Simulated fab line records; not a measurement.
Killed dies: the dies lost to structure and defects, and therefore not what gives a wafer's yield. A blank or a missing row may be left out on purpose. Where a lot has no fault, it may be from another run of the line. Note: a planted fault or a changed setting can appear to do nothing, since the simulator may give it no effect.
The tool behind it: which one?	flow berkeley cmos170	14 lots with 42 wafers sampled at 5 steps, on a route of 331 steps

== WHAT THE GAUGES READ, wafer by wafer ==
UCB170_SDANNEAL_RS_MEAS_03: measures by four-point-probe. Usual: NSD_RS typically reads 37.42 ohm/sq, with standard deviation 0.088.
lot	measured	on	NSD_RS (ohm/sq)	flag
L172	day 7 17:41	film metro-01	37.50 37.40 37.46	
L175	day 7 19:16	film metro-03	37.26 37.19 37.23	
L176	day 7 22:34	film metro-01	37.43 37.55 37.49	
L179	day 8 21:51	film metro-02	37.30 37.32 37.12	
L178	day 8 22:37	film metro-03	37.38 37.42 37.45	
L183	day 9 19:47	film metro-03	37.36 37.48 37.38	
L185	day 10 06:18	film metro-03	37.54 37.57 37.40	
L184	day 10 07:53	film metro-03	37.48 37.34 37.44	
L188	day 10 20:53	film metro-03	37.37 37.47 37.46	
L186	day 10 21:19	film metro-01	37.28 37.29 37.46	
L190	day 11 07:13	film metro-01	37.44 37.42 37.53	
L192	day 11 13:56	film metro-01	37.43 37.49 37.45	
L193	day 12 05:19	film metro-03	37.49 37.53 37.50	
L195	day 12 16:53	film metro-03	37.35 37.39 37.34	

UCB170_M1_CD_MEAS_90: target cd 700 nm. Usual: cd nm 700.3 nm, standard deviation 2.1.
lot	measured	on	cd nm (nm)	flag
L172	day 8 00:58	cd sem-01	703.4 705.4 704.1	
L175	day 8 03:02	cd sem-02	699.8 700.3 697.7	
L176	day 8 06:33	cd sem-01	700.1 702.4 699.6	
L179	day 9 05:19	cd sem-02	700.3 702.0 701.5	
L178	day 9 06:02	cd sem-02	700.6 702.0 695.8	
L183	day 10 04:09	cd sem-02	698.5 699.9 698.4	
L185	day 10 16:12	cd sem-01	698.0 699.1 699.1	
L184	day 10 16:30	cd sem-02	706.4 702.4 706.0	
L188	day 11 04:44	cd sem-01	707.5 701.3 707.8	
L186	day 11 06:32	cd sem-01	699.9 701.7 698.7	
L190	day 11 14:41	cd sem-02	697.3 696.6 698.1	
L192	day 11 21:58	cd sem-02	700.7 699.4 703.6	
L193	day 12 13:47	cd sem-01	700.9 700.3 700.1	
L195	day 13 00:25	cd sem-02	700.8 699.7 699.5	

== TOOL THAT RAN EACH LOT (tool first, then ch and the chambers of the sampled wafers, then the start) ==
lot	UCB170_SDANNEAL_RTA_00	UCB170_SDANNEAL_RTA_01	UCB170_M1_METAL_ETCH_12
L172	rtp anneal-01 ch 0, day 7 17:25	rtp anneal-01 ch 0, day 7 17:29	rie metal-04 ch 0,1, day 8 00:44
L175	rtp anneal-02 ch 0, day 7 19:01	rtp anneal-02 ch 0, day 7 19:05	rie metal-02 ch 0,1, day 8 02:48
L176	rtp anneal-02 ch 0, day 7 22:20	rtp anneal-02 ch 0, day 7 22:24	rie metal-02 ch 0,1, day 8 06:14
L179	rtp anneal-01 ch 0, day 8 21:35	rtp anneal-01 ch 0, day 8 21:40	rie metal-04 ch 0,1, day 9 05:04
L178	rtp anneal-02 ch 0, day 8 22:22	rtp anneal-02 ch 0, day 8 22:25	rie metal-01 ch 0,1, day 9 05:46
L183	rtp anneal-02 ch 0, day 9 19:25	rtp anneal-02 ch 0, day 9 19:33	rie metal-02 ch 0, day 10 03:49
L185	rtp anneal-01 ch 0, day 10 06:04	rtp anneal-01 ch 0, day 10 06:07	rie metal-02 ch 1, day 10 15:58
L184	rtp anneal-02 ch 0, day 10 07:37	rtp anneal-02 ch 0, day 10 07:41	rie metal-04 ch 0,1, day 10 16:14
L188	rtp anneal-01 ch 0, day 10 20:37	rtp anneal-01 ch 0, day 10 20:41	rie metal-04 ch 0,1, day 11 04:27
L186	rtp anneal-01 ch 0, day 10 21:04	rtp anneal-01 ch 0, day 10 21:08	rie metal-01 ch 0,1, day 11 06:17
L190	rtp anneal-01 ch 0, day 11 06:58	rtp anneal-01 ch 0, day 11 07:02	rie metal-02 ch 0,1, day 11 14:26
L192	rtp anneal-01 ch 0, day 11 13:42	rtp anneal-01 ch 0, day 11 13:46	rie metal-01 ch 0, day 11 21:36
L193	rtp anneal-02 ch 0, day 12 05:05	rtp anneal-02 ch 0, day 12 05:08	rie metal-01 ch 0, day 12 13:25
L195	rtp anneal-01 ch 0, day 12 16:38	rtp anneal-01 ch 0, day 12 16:42	rie metal-02 ch 0,1, day 13 00:10
- UCB170_SDANNEAL_RTA_00: time 10 s.
- UCB170_SDANNEAL_RTA_01: time 5 s.
- UCB170_M1_METAL_ETCH_12: etches Al in Cl2/BCl3, stops on PSG, target depth 780 nm, time 133.5 s.

== AS READ BY THE TOOLS THEMSELVES (means over the sampled wafers that have a number; for cases with no such wafer, the mark the record gives instead) ==
UCB170_SDANNEAL_RTA_00. Usual: lamp power pct 23.91 %, standard deviation 0.11; wafer_temp_C_max 902.4, standard deviation 0.53.
lot	tool	lamp power pct (%)	wafer_temp_C_max	flag
L172	rtp anneal-01	24.02	902.0	
L175	rtp anneal-02	23.79	902.4	
L176	rtp anneal-02	23.80	902.6	
L179	rtp anneal-01	24.02	902.4	
L178	rtp anneal-02	23.80	903.3	
L183	rtp anneal-02	23.77	902.9	
L185	rtp anneal-01	24.00	902.3	
L184	rtp anneal-02	23.80	902.5	
L188	rtp anneal-01	24.00	902.1	
L186	rtp anneal-01	24.01	902.3	
L190	rtp anneal-01	24.02	902.2	
L192	rtp anneal-01	24.01	901.9	
L193	rtp anneal-02	23.80	902.9	
L195	rtp anneal-01	24.02	902.0	

UCB170_SDANNEAL_RTA_01. Usual: lamp power pct 36.92 %, standard deviation 0.18; wafer_temp_C_max 1052.7, standard deviation 0.67.
lot	tool	lamp power pct (%)	wafer_temp_C_max	flag
L172	rtp anneal-01	37.06	1052.6	
L175	rtp anneal-02	36.73	1052.6	
L176	rtp anneal-02	36.75	1052.9	
L179	rtp anneal-01	37.11	1052.4	
L178	rtp anneal-02	36.74	1052.7	
L183	rtp anneal-02	36.75	1052.5	
L185	rtp anneal-01	37.10	1051.4	
L184	rtp anneal-02	36.75	1053.2	
L188	rtp anneal-01	37.12	1053.3	
L186	rtp anneal-01	37.09	1052.3	
L190	rtp anneal-01	37.12	1052.8	
L192	rtp anneal-01	37.09	1052.5	
L193	rtp anneal-02	36.72	1052.9	
L195	rtp anneal-01	37.11	1052.6	

UCB170_M1_METAL_ETCH_12. Usual: bias w 120.2 W, standard deviation 0.34; drypump motor current A 5.4 A, standard deviation 0.4; oes product au 0.860 a.u., standard deviation 0.018; throttle valve pct 24.25 %, standard deviation 0.13.
lot	tool	bias w (W)	drypump motor current A (A)	oes product au (a.u.)	throttle valve pct (%)	flag
L172	rie metal-04	-	5.3	0.878	24.38	
L175	rie metal-02	-	5.0	0.846	24.09	
L176	rie metal-02	-	5.1	0.845	24.15	
L179	rie metal-04	-	5.3	0.884	24.37	
L178	rie metal-01	-	6.0	0.861	24.28	
L183	rie metal-02	-	5.0	0.827	24.02	
L185	rie metal-02	-	5.1	0.866	24.29	
L184	rie metal-04	-	5.3	0.879	24.37	
L188	rie metal-04	120.3	5.2	0.867	24.38	
L186	rie metal-01	-	6.1	0.861	24.25	
L190	rie metal-02	-	5.1	0.849	24.20	
L192	rie metal-01	-	5.9	0.871	24.30	
L193	rie metal-01	-	6.0	0.871	24.30	
L195	rie metal-02	-	5.1	0.854	24.20	

== THE ANSWER, worked out from the rows above alone ==
Rule: take the mean of a lot's wafers that have a number; if it is more than 3 standard deviations from the usual mean, the lot is off. Also off: a lot with no number at a reading for which 4 or more lots have one. Any other lot the step has rows for is counted as sound. After the gauges, taken in route order, come the tools' own readings; for these a lot's mean is taken, as printed above. At the first step where some lot is off, the reading lying furthest off is the one used; lots without a number count as furthest.
None of the lots is off at any reading shown; this tells nothing.

== WHAT WAS PUT IN BY THE SIMULATOR ==
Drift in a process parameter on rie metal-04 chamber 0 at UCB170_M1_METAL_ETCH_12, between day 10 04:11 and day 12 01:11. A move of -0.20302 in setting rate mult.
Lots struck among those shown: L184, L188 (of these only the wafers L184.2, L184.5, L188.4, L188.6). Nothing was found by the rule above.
